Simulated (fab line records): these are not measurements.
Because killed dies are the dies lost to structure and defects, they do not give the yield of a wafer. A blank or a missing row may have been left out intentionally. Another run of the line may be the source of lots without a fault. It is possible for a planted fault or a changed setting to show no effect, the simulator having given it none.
Commonality check across tools / flow berkeley_cmos170 / Sample size 14 lots and 42 wafers

## WHY IT WAS OPENED
UCB170_ACTIVE_THK_MEAS_06, reading ACTIVE_NITRIDE_THK: flagged on 2 of 14 lots. No-fault wafers: 220.1 nm, standard deviation 1.8.
Rule: a lot gets a flag if all its wafers with a number sit over 4 standard deviations from that mean, or if no wafer of it has a number. The other lots count as sound.

lot=L235; measured=day 3 21:31; on=film_metro-04; ACTIVE_NITRIDE_THK (nm), wafer by wafer=217.9 219.5 218.4; flag=
lot=L236; measured=day 4 02:25; on=film_metro-03; ACTIVE_NITRIDE_THK (nm), wafer by wafer=221.4 219.1 220.7; flag=
lot=L237; measured=day 4 21:15; on=film_metro-01; ACTIVE_NITRIDE_THK (nm), wafer by wafer=219.4 220.6 222.7; flag=
lot=L238; measured=day 5 00:07; on=film_metro-04; ACTIVE_NITRIDE_THK (nm), wafer by wafer=221.1 223.3 223.4; flag=
lot=L240; measured=day 5 05:59; on=film_metro-01; ACTIVE_NITRIDE_THK (nm), wafer by wafer=219.0 219.3 217.0; flag=
lot=L241; measured=day 5 11:49; on=film_metro-01; ACTIVE_NITRIDE_THK (nm), wafer by wafer=220.0 218.0 218.1; flag=
lot=L245; measured=day 6 06:13; on=film_metro-03; ACTIVE_NITRIDE_THK (nm), wafer by wafer=220.5 220.3 220.0; flag=
lot=L249; measured=day 7 02:38; on=film_metro-01; ACTIVE_NITRIDE_THK (nm), wafer by wafer=439.4 436.3 439.8; flag=FLAGGED
lot=L250; measured=day 7 08:28; on=film_metro-03; ACTIVE_NITRIDE_THK (nm), wafer by wafer=438.4 439.0 438.3; flag=FLAGGED
lot=L253; measured=day 7 18:20; on=film_metro-03; ACTIVE_NITRIDE_THK (nm), wafer by wafer=222.0 224.4 222.0; flag=
lot=L255; measured=day 8 07:31; on=film_metro-03; ACTIVE_NITRIDE_THK (nm), wafer by wafer=220.3 223.8 223.1; flag=
lot=L256; measured=day 8 18:42; on=film_metro-01; ACTIVE_NITRIDE_THK (nm), wafer by wafer=217.2 217.7 216.7; flag=
lot=L257; measured=day 9 03:37; on=film_metro-03; ACTIVE_NITRIDE_THK (nm), wafer by wafer=221.9 220.0 222.2; flag=
lot=L258; measured=day 9 10:30; on=film_metro-03; ACTIVE_NITRIDE_THK (nm), wafer by wafer=221.2 220.7 221.8; flag=
The numbers of the flagged lots are 438.5 nm on average: +218.4 nm against the usual, or +99 or more standard deviations.

## WHICH TOOL EACH LOT WENT THROUGH
The record keeps 1 process step preceding the reading, out of 331 steps on the route. Every cell lists first the tool, next ch and the chambers used by the sampled wafers, and last the start.
lot=L235; flag=; UCB170_ACTIVE_CVD_05=lpcvd-02 ch 1, day 3 18:34
lot=L236; flag=; UCB170_ACTIVE_CVD_05=lpcvd-01 ch 0, day 4 00:29
lot=L237; flag=; UCB170_ACTIVE_CVD_05=lpcvd-02 ch 1, day 4 18:22
lot=L238; flag=; UCB170_ACTIVE_CVD_05=lpcvd-02 ch 1, day 4 21:14
lot=L240; flag=; UCB170_ACTIVE_CVD_05=lpcvd-01 ch 0, day 5 04:04
lot=L241; flag=; UCB170_ACTIVE_CVD_05=lpcvd-02 ch 0, day 5 08:56
lot=L245; flag=; UCB170_ACTIVE_CVD_05=lpcvd-02 ch 0, day 6 04:18
lot=L249; flag=FLAGGED; UCB170_ACTIVE_CVD_05=lpcvd-01 ch 1, day 6 21:57 and lpcvd-02 ch 1, day 7 00:43
lot=L250; flag=FLAGGED; UCB170_ACTIVE_CVD_05=lpcvd-01 ch 0, day 7 04:05 and lpcvd-02 ch 0, day 7 06:33
lot=L253; flag=; UCB170_ACTIVE_CVD_05=lpcvd-02 ch 0, day 7 16:23
lot=L255; flag=; UCB170_ACTIVE_CVD_05=lpcvd-01 ch 0, day 8 05:37
lot=L256; flag=; UCB170_ACTIVE_CVD_05=lpcvd-02 ch 0, day 8 15:50
lot=L257; flag=; UCB170_ACTIVE_CVD_05=lpcvd-02 ch 0, day 9 01:41
lot=L258; flag=; UCB170_ACTIVE_CVD_05=lpcvd-02 ch 0, day 9 08:35
What these steps do:
- UCB170_ACTIVE_CVD_05: deposits Si3N4 from SiH2Cl2/NH3, target thk 220 nm, time 3300 s.
- UCB170_ACTIVE_THK_MEAS_06

## FLAGGED OVER TOTAL, TOOL BY TOOL (the gauges that took the reading come last)
step=UCB170_ACTIVE_CVD_05; tool=lpcvd-01; lots run=5; flagged=2; share of the flagged lots=all; sound lots run after its first flagged lot=1 (L255)
step=UCB170_ACTIVE_CVD_05; tool=lpcvd-02; lots run=11; flagged=2; share of the flagged lots=all; sound lots run after its first flagged lot=4 (L253,L256,L257,L258)
step=UCB170_ACTIVE_THK_MEAS_06; tool=film_metro-01; lots run=5; flagged=1; share of the flagged lots=some; sound lots run after its first flagged lot=1 (L256)
step=UCB170_ACTIVE_THK_MEAS_06; tool=film_metro-03; lots run=7; flagged=1; share of the flagged lots=some; sound lots run after its first flagged lot=4 (L253,L255,L257,L258)
step=UCB170_ACTIVE_THK_MEAS_06; tool=film_metro-04; lots run=2; flagged=0; share of the flagged lots=none; sound lots run after its first flagged lot=-

## WHAT THE TABLE ALLOWS
Every flagged lot went through 2 rows of the table: lpcvd-01 at UCB170_ACTIVE_CVD_05 and lpcvd-02 at UCB170_ACTIVE_CVD_05.
- lpcvd-01 at UCB170_ACTIVE_CVD_05 ran 5 lots, 2 of them flagged. After the first flagged lot (L255), sound lots still ran on it; a lasting fault on the whole tool would not permit that.
- lpcvd-02 at UCB170_ACTIVE_CVD_05 ran 11 lots, 2 of them flagged. After the first flagged lot (L253, L256, L257, L258), sound lots still ran on it; a lasting fault on the whole tool would not permit that.
No row of the table ran every flagged lot and no sound lot after the first.

## WHAT WAS PUT IN BY THE SIMULATOR
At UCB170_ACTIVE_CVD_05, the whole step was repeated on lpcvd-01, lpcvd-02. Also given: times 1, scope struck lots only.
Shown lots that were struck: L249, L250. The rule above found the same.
